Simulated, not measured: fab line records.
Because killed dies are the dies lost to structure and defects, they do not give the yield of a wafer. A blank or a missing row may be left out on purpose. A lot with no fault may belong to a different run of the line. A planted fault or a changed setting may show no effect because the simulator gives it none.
Which of the tools did it? -- flow berkeleyCmos170 -- 6 lots, 18 wafers sampled, at 1 step of a route of 331

== WHAT EACH GAUGE READ, for each wafer ==
UCB170_GATE_CD_MEAS_12 targets a cd of 350 nm.
lot,measured,on,cdNm (nm)
L156,day 7 14:43,cdSem-01,349.2 349.5 349.8
L159,day 8 05:46,cdSem-01,350.7 349.8 350.9
L163,day 8 18:50,cdSem-02,349.9 350.1 351.4
L165,day 9 19:01,cdSem-01,351.3 351.5 352.1
L169,day 10 12:54,cdSem-02,351.0 352.8 350.6
L173,day 11 14:40,cdSem-01,348.1 349.1 347.4

== EACH LOT AND THE TOOL THAT RAN IT (in order: tool; ch and the chambers of the sampled wafers; start) ==
The record holds no process step before these readings.

== THE ANSWER, worked out from the rows above alone ==
Rule: what is usual is taken from the lots themselves. Put in order of their means at a reading, lots are off if they are a third of the lots or fewer, leave a main group of 4 or more, and stand apart from it by a gap of 3 or more times the standard deviation of the main group's means; of several such gaps the widest counts. A main group is skipped when, at the precision printed for the reading in the tables above, its means are all equal. Also off: a lot with no number at a reading for which 4 or more lots have one. The other lots that the step has rows for count as sound.
No lot is off at any reading shown: from this, nothing can be told.

== WHAT THE SIMULATOR HAD INSERTED ==
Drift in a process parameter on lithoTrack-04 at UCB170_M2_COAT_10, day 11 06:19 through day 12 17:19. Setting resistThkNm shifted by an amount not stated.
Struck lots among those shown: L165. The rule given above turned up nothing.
